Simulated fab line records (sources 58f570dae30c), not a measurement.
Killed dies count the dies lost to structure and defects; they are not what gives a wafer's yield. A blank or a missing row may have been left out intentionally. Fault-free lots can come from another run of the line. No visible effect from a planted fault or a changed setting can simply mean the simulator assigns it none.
Struck lot and sound lot, side by side -- flow berkeley_cmos170 -- 15 steps out of a route of 331
Sound: these wafers, L970.2, L970.4, L970.5. Struck: wafer L978.1 (left out: L978.3, L978.6 of the same lot, which were not struck); the cause appears at the end.
For every step that has rows: the tool of each side, followed by ch and its chambers, followed by its first start. Under that, the readings that differ: sound wafers -- struck wafers -- difference of the means -- sigmas: that difference in standard deviations of wafers without a fault.
alike: readings with means less than 2 such deviations apart, plus words and numbers identical on both sides. not compared: withheld readings, readings lacking a value on some wafer, bounds such as >300 that could conceal the same value, and numbers that have no deviation in the record and whose values overlap.
Wherever a step has rows on one side only, a row that says differs or no value, or a row with sigmas, the two part there. Numbers that have no deviation but don't overlap get no sigmas and don't part them. A reading missing from all wafers of one side parts the sides only when that side holds two or more wafers.

first, 1 step without rows for these wafers: UCB170_M3_SOFTBAKE_06 (time 60 s).
UCB170_M3_STRIP_07: strips in O2.
  sound on plasma_asher-02 ch 0,1, day 9 04:43; struck on plasma_asher-02 ch 0, day 10 22:47
  alike: drypump_motor_current_A, oes_product_au, strip_time_to_endpoint_s
  not compared: rf_hours_counter_h
then, 7 steps without rows for these wafers: UCB170_M3_STRIP_08 (strips KrF in DMSO, time 600 s); UCB170_M3_COAT_09; UCB170_M3_COAT_10 (resist thk 900 nm); UCB170_M3_SOFTBAKE_11 (time 60 s); UCB170_M3_EXPOSE_12 (exposes mask METAL3, target cd 700 nm); UCB170_M3_PEB_13; UCB170_M3_DEVELOP_14 (develop time 45 s).
UCB170_M3_CD_MEAS_15: target cd 700 nm.
  sound on cd_sem-01 at day 9 06:22; struck on cd_sem-02 at day 11 00:22
  alike: cd_nm
UCB170_M3_OVL_MEAS_16:
  sound on overlay-02 at day 9 06:28; struck on overlay-01 at day 11 00:29
  alike: M3_OVL
UCB170_M3_ETCH_17: etches BARC in N2/H2.
  sound on rie_diel-04 ch 0,3, day 9 06:29; struck on rie_diel-02 ch 2, day 11 00:31
  alike: drypump_motor_current_A, oes_product_au, rf_fwd_power_W, throttle_valve_pct
UCB170_M3_METAL_ETCH_18: etches Al in Cl2/BCl3, stops on SiO2, target depth 1170 nm, time 195 s.
  sound on rie_metal-02 ch 0,1, day 9 06:32; struck on rie_metal-04 ch 1, day 11 00:34
reading,sound,struck,difference,sigmas
oes_product_au (a.u.),0.827 0.823 0.829,0.892,+0.066,+5
over_etch_frac,0.3 0.3 0.3,0.21577,-0.08423,
  alike: drypump_motor_current_A, rf_fwd_power_W, throttle_valve_pct
  not compared: rf_hours_counter_h, model.KrF_of_M3_COAT_10.thk_nm
UCB170_M3_STRIP_19: strips in O2.
  sound on plasma_asher-02 ch 0,1, day 9 06:43; struck on plasma_asher-03 ch 0, day 11 00:45
  alike: drypump_motor_current_A, oes_product_au
  not compared: rf_hours_counter_h
UCB170_M3_PROBE_99:
  record: rows for the struck wafers here (prober-01, day 11 01:05), none for the sound ones

WHERE THEY PART
Earliest at UCB170_M3_METAL_ETCH_18; latest, in this record, at UCB170_M3_PROBE_99.

WHY: the cause the simulator had injected
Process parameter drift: rie_metal-04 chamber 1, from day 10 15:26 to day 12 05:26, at UCB170_M3_METAL_ETCH_18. Setting over_etch_frac shifted by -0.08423 from 0.3. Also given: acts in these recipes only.
